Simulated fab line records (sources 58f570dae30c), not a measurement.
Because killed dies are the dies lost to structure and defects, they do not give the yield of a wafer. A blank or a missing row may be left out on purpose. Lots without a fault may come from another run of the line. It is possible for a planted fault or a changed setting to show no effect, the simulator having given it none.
Split-lot study	flow berkeley-cmos170	route with 331 steps; 5 lots, 23 wafers read

== ON THE SPLIT ==
At UCB170_V1_CVD_00 (deposits SiO2 from TEOS/O2, target thk 2000 nm, time 250 s), the setting time-s was moved away from the recipe's 250 s on 8 of the 23 wafers read, by -5.7% to +14.3%. For the rest of the wafers, this setting stayed at what the recipe calls for.

Split to reading: the file shows no intervening step.

== THE READING ==
V1_TEOS_THK (nm), taken at UCB170_V1_THK_MEAS_01. On this fab line, fault-free wafers typically give 1987 nm with a standard deviation of 23 nm.

wafer	tool, chamber at the split	time-s as run, s	against the recipe	V1_TEOS_THK, nm	against lot-mates on the recipe
L074.1	pecvd-04, 0	250	recipe	1988	-
L074.2	pecvd-04, 2	250	recipe	2003	-
L074.3	pecvd-04, 1	235.8	-5.7%	1862	-148
L074.5	pecvd-04, 0	250	recipe	2039	-
L074.6	pecvd-04, 1	235.8	-5.7%	1881	-129
L076.1	pecvd-01, 0	250	recipe	1951	-
L076.3	pecvd-01, 1	250	recipe	1957	-
L076.4	pecvd-01, 0	250	recipe	1982	-
L081.1	pecvd-01, 0	250	recipe	1957	-
L081.2	pecvd-01, 1	250	recipe	1943	-
L081.3	pecvd-01, 2	285.8	+14.3%	2258	+308
L081.5	pecvd-01, 1	285.8	+14.3%	2271	+321
L081.6	pecvd-01, 2	285.8	+14.3%	2281	+331
L083.1	pecvd-01, 2	262	+4.8%	2058	+60
L083.3	pecvd-01, 1	262	+4.8%	2059	+62
L083.4	pecvd-01, 1	262	+4.8%	2061	+64
L083.5	pecvd-01, 0	250	recipe	2000	-
L083.6	pecvd-01, 2	250	recipe	1995	-
L084.1	pecvd-01, 2	250	recipe	1963	-
L084.2	pecvd-01, 1	250	recipe	1958	-
L084.4	pecvd-01, 1	250	recipe	1970	-
L084.5	pecvd-01, 0	250	recipe	1987	-
L084.6	pecvd-01, 2	250	recipe	1997	-

FIT RESULTS
A straight line over all 23 wafers: V1_TEOS_THK changes by +19.9 nm for each +1% of time-s; r = +0.98; the points scatter about the line by 22 nm.
The same after taking each lot's own level away (the mean of its wafers on the recipe; 23 wafers): +22 nm for each +1%; r = +0.99; scatter 21 nm.
Per that fit: largest time-s move, reading shift of 3.2e+02 nm.
From 1950.0 to 2010.0 nm: that is the span of the lots' own levels, equal to 2.6 times the standard deviation above.
The two slopes agree, so the slope changes little with the lot-to-lot level.
Check: for one of the wafers moved furthest among these (+14.3%), held out of the fit, the line's prediction against its lot-mates is +310 nm. Against them it came out at +308 nm.

== FURTHER SPLITS ON THESE WAFERS ==
Other splits were also applied to these wafers ahead of the reading. Each is held against what the fit with the lots' levels taken away leaves over:
other split on the same wafers	wafers away from the commonest value	r with V1_TEOS_THK (lot level and that fit taken away)
UCB170_CONTACT_CVD_01 o2-flow-sccm	10	-0.03
UCB170_M1_COAT_04 resist-thk-nm	9	-0.05

== THE WHOLE CHAIN: every reading that the file lists as answering this split, in the file's order ==
step	what it does	reading	change (the file's fit)	r (the file's)
UCB170_V1_CVD_00	deposits SiO2 from TEOS/O2, target thk 2000 nm, time 250 s	SiO2_of_V1_CVD_00.thk-nm (the simulator's own value, which no gauge read)	+21.7 nm for each +1% of the setting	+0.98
UCB170_V1_THK_MEAS_01		V1_TEOS_THK	+21.7 for each +1% of the setting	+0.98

== FILE'S OWN FIT ==
V1_TEOS_THK changes by +21.7 nm for each +1% of time-s, r = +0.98.
